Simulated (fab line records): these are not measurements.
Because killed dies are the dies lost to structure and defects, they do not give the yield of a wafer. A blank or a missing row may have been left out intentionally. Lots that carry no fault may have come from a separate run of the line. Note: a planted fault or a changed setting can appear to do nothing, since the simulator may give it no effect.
Which tool did it? + flow berkeley_cmos170 + 42 wafers from 14 lots sampled at 4 of the route's 331 steps

## WHAT EACH GAUGE READ, for each wafer
UCB170_WELLDRIVE_THK_MEAS_02. Usual: WELLDRIVE_OXIDE_THK gives 198 nm (standard deviation 3.4).
| lot  | measured    | on            | WELLDRIVE_OXIDE_THK (nm) | flag |
|------|-------------|---------------|--------------------------|------|
| L514 | day 3 12:34 | film_metro-03 | 195 197 194              |      |
| L515 | day 3 12:34 | film_metro-04 | 192 196 196              |      |
| L516 | day 3 18:28 | film_metro-03 | 198 200 199              |      |
| L517 | day 4 06:19 | film_metro-01 | 201 198 198              |      |
| L518 | day 4 06:19 | film_metro-03 | 198 198 199              |      |
| L519 | day 4 20:24 | film_metro-01 | 202 204 200              |      |
| L520 | day 4 20:24 | film_metro-03 | 202 202 203              |      |
| L521 | day 5 04:26 | film_metro-03 | 197 197 197              |      |
| L522 | day 5 18:32 | film_metro-01 | 195 199 193              |      |
| L530 | day 7 00:33 | film_metro-03 | 206 203 203              |      |
| L531 | day 7 08:01 | film_metro-01 | 199 197 196              |      |
| L533 | day 7 18:04 | film_metro-04 | 207 206 205              |      |
| L535 | day 8 01:17 | film_metro-04 | 196 195 198              |      |
| L536 | day 8 01:17 | film_metro-03 | 198 201 200              |      |

UCB170_NSD_CD_MEAS_06: the cd target is 1200 nm. Usual: cd_nm reads 1199.7 nm (standard deviation 1.1).
| lot  | measured     | on        | cd_nm (nm)           | flag |
|------|--------------|-----------|----------------------|------|
| L514 | day 6 17:47  | cd_sem-01 | 1198.6 1199.1 1198.9 |      |
| L515 | day 6 17:31  | cd_sem-02 | 1199.5 1199.0 1199.3 |      |
| L516 | day 7 05:22  | cd_sem-01 | 1201.7 1200.7 1201.9 |      |
| L517 | day 7 16:03  | cd_sem-02 | 1197.9 1200.0 1199.3 |      |
| L518 | day 7 16:36  | cd_sem-01 | 1200.4 1198.9 1200.2 |      |
| L519 | day 8 05:16  | cd_sem-02 | 1200.7 1200.7 1199.5 |      |
| L520 | day 8 05:32  | cd_sem-01 | 1199.8 1199.7 1198.4 |      |
| L521 | day 8 05:51  | cd_sem-01 | 1200.9 1201.3 1200.9 |      |
| L522 | day 8 20:05  | cd_sem-01 | 1200.8 1200.6 1200.5 |      |
| L530 | day 10 00:17 | cd_sem-02 | 1198.7 1199.0 1199.7 |      |
| L531 | day 10 04:03 | cd_sem-02 | 1198.9 1199.0 1198.0 |      |
| L533 | day 11 00:43 | cd_sem-02 | 1201.4 1201.0 1201.4 |      |
| L535 | day 11 01:30 | cd_sem-02 | 1199.8 1199.9 1199.4 |      |
| L536 | day 11 01:00 | cd_sem-02 | 1199.6 1200.8 1200.9 |      |

## WHICH TOOL RAN EACH LOT (tool, then ch and the chambers of the sampled wafers, then the start)
| lot  | UCB170_PFIELD_STRIP_08              | UCB170_PSD_STRIP_09                  |
|------|-------------------------------------|--------------------------------------|
| L514 | plasma_asher-02 ch 0, day 4 06:53   | plasma_asher-01 ch 0,1, day 6 16:13  |
| L515 | plasma_asher-04 ch 0,1, day 4 07:09 | plasma_asher-01 ch 0,1, day 6 15:55  |
| L516 | plasma_asher-03 ch 0,1, day 4 13:25 | plasma_asher-01 ch 0,1, day 7 02:21  |
| L517 | plasma_asher-03 ch 0,1, day 5 04:48 | plasma_asher-01 ch 0,1, day 7 13:29  |
| L518 | plasma_asher-04 ch 0,1, day 5 04:15 | plasma_asher-03 ch 0,1, day 7 13:44  |
| L519 | plasma_asher-03 ch 0,1, day 5 18:52 | plasma_asher-04 ch 0,1, day 8 04:05  |
| L520 | plasma_asher-02 ch 0,1, day 5 19:04 | plasma_asher-03 ch 0,1, day 8 04:07  |
| L521 | plasma_asher-04 ch 0,1, day 6 01:45 | plasma_asher-01 ch 0,1, day 8 04:12  |
| L522 | plasma_asher-03 ch 0,1, day 6 12:25 | plasma_asher-01 ch 0,1, day 8 16:26  |
| L530 | plasma_asher-04 ch 1, day 7 18:34   | plasma_asher-03 ch 0,1, day 9 22:44  |
| L531 | plasma_asher-04 ch 0,1, day 8 03:20 | plasma_asher-03 ch 1, day 10 02:41   |
| L533 | plasma_asher-02 ch 0, day 8 12:05   | plasma_asher-04 ch 0,1, day 10 18:40 |
| L535 | plasma_asher-04 ch 0,1, day 8 20:01 | plasma_asher-04 ch 0,1, day 10 21:17 |
| L536 | plasma_asher-03 ch 0,1, day 8 20:18 | plasma_asher-04 ch 0,1, day 10 20:50 |
- UCB170_PFIELD_STRIP_08: strips in O2.
- UCB170_PSD_STRIP_09: strips in O2.

## WHAT THE TOOLS THEMSELVES READ (means of the sampled wafers that have a number; where no wafer has one, the mark that the record gives instead)
UCB170_PFIELD_STRIP_08. Usual: chamber_pressure_mTorr 3499.6 mTorr, standard deviation 3; drypump_motor_current_A 5.9 A, standard deviation 0.36; oes_product_au 0.734 a.u., standard deviation 0.0044; strip_time_to_endpoint_s 21.64 s, standard deviation 0.07.
| lot  | tool            | chamber_pressure_mTorr (mTorr) | drypump_motor_current_A (A) | oes_product_au (a.u.) | strip_time_to_endpoint_s (s) | flag |
|------|-----------------|--------------------------------|-----------------------------|-----------------------|------------------------------|------|
| L514 | plasma_asher-02 | 3501.9                         | 5.9                         | 0.736                 | 21.69                        |      |
| L515 | plasma_asher-04 | 3499.2                         | 6.3                         | 0.737                 | 21.58                        |      |
| L516 | plasma_asher-03 | 3499.4                         | 5.6                         | 0.737                 | 21.73                        |      |
| L517 | plasma_asher-03 | 3498.1                         | 5.6                         | 0.733                 | 21.69                        |      |
| L518 | plasma_asher-04 | 3501.4                         | 6.1                         | 0.733                 | 21.65                        |      |
| L519 | plasma_asher-03 | 3499.5                         | 5.6                         | 0.735                 | 21.63                        |      |
| L520 | plasma_asher-02 | 3497.3                         | 5.7                         | 0.733                 | 21.64                        |      |
| L521 | plasma_asher-04 | 3497.2                         | 6.4                         | 0.732                 | 21.52                        |      |
| L522 | plasma_asher-03 | 3498.7                         | 5.6                         | 0.731                 | 21.75                        |      |
| L530 | plasma_asher-04 | 3500.4                         | 6.5                         | 0.734                 | 21.66                        |      |
| L531 | plasma_asher-04 | 3495.0                         | 6.4                         | 0.738                 | 21.70                        |      |
| L533 | plasma_asher-02 | 3497.8                         | 5.9                         | 0.733                 | 21.56                        |      |
| L535 | plasma_asher-04 | 3501.7                         | 6.4                         | 0.733                 | 21.57                        |      |
| L536 | plasma_asher-03 | 3499.6                         | 5.6                         | 0.732                 | 21.67                        |      |

UCB170_PSD_STRIP_09. Usual: chamber_pressure_mTorr 3500 mTorr, standard deviation 3.1; drypump_motor_current_A 5.7 A, standard deviation 0.38; oes_product_au 0.600 a.u., standard deviation 0.0045; strip_time_to_endpoint_s 29.39 s, standard deviation 0.072.
| lot  | tool            | chamber_pressure_mTorr (mTorr) | drypump_motor_current_A (A) | oes_product_au (a.u.) | strip_time_to_endpoint_s (s) | flag |
|------|-----------------|--------------------------------|-----------------------------|-----------------------|------------------------------|------|
| L514 | plasma_asher-01 | 3502                           | 5.5                         | 0.598                 | 29.37                        |      |
| L515 | plasma_asher-01 | 3497                           | 5.4                         | 0.602                 | 29.39                        |      |
| L516 | plasma_asher-01 | 3501                           | 5.4                         | 0.597                 | 29.37                        |      |
| L517 | plasma_asher-01 | 3500                           | 5.5                         | 0.600                 | 29.51                        |      |
| L518 | plasma_asher-03 | 3496                           | 5.6                         | 0.600                 | 29.43                        |      |
| L519 | plasma_asher-04 | 3499                           | 6.3                         | 0.599                 | 29.37                        |      |
| L520 | plasma_asher-03 | 3501                           | 5.6                         | 0.597                 | 29.48                        |      |
| L521 | plasma_asher-01 | 3735                           | 5.5                         | 0.601                 | 29.35                        | OFF  |
| L522 | plasma_asher-01 | 3735                           | 5.5                         | 0.599                 | 29.34                        | OFF  |
| L530 | plasma_asher-03 | 3500                           | 5.6                         | 0.603                 | 29.30                        |      |
| L531 | plasma_asher-03 | 3501                           | 5.7                         | 0.598                 | 29.35                        |      |
| L533 | plasma_asher-04 | 3497                           | 6.1                         | 0.603                 | 29.40                        |      |
| L535 | plasma_asher-04 | 3500                           | 6.4                         | 0.598                 | 29.34                        |      |
| L536 | plasma_asher-04 | 3499                           | 6.4                         | 0.602                 | 29.31                        |      |

## THE ANSWER, worked out from the rows above alone
Rule: take the mean of a lot's wafers that have a number; if it is more than 3 standard deviations from the usual mean, the lot is off. Also off: a lot with no number at a reading for which 4 or more lots have one. Any other lot the step has rows for is counted as sound. Order of review: gauges by route order, followed by the tools' own readings, for which a lot's mean as printed above is used. The first step at which some lot is off is used, and at that step the reading that is off furthest; a lot without a number counts as furthest.
Off: L521, L522, at UCB170_PSD_STRIP_09 (chamber_pressure_mTorr).
A tool fits if, at that step or a process step before it, it ran every lot that is off, and no sound lot after the first of them. One fits: plasma_asher-01 at UCB170_PSD_STRIP_09. A fault onset in the window from L517 (day 7 13:29, its last sound lot) to L521 (day 8 04:12, its first lot off) fits.
The tool's own readings at UCB170_PSD_STRIP_09 bear it out: on the lots that are off they differ by more than 5 times the standard deviation of the sound lots' means. chamber_pressure_mTorr reads 3735 mTorr there against 3499 mTorr on the sound lots.

## WHAT HAD BEEN PUT IN BY THE SIMULATOR
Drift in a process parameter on plasma_asher-01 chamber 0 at UCB170_PSD_STRIP_09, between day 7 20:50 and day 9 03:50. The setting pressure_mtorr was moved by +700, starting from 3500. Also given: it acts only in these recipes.
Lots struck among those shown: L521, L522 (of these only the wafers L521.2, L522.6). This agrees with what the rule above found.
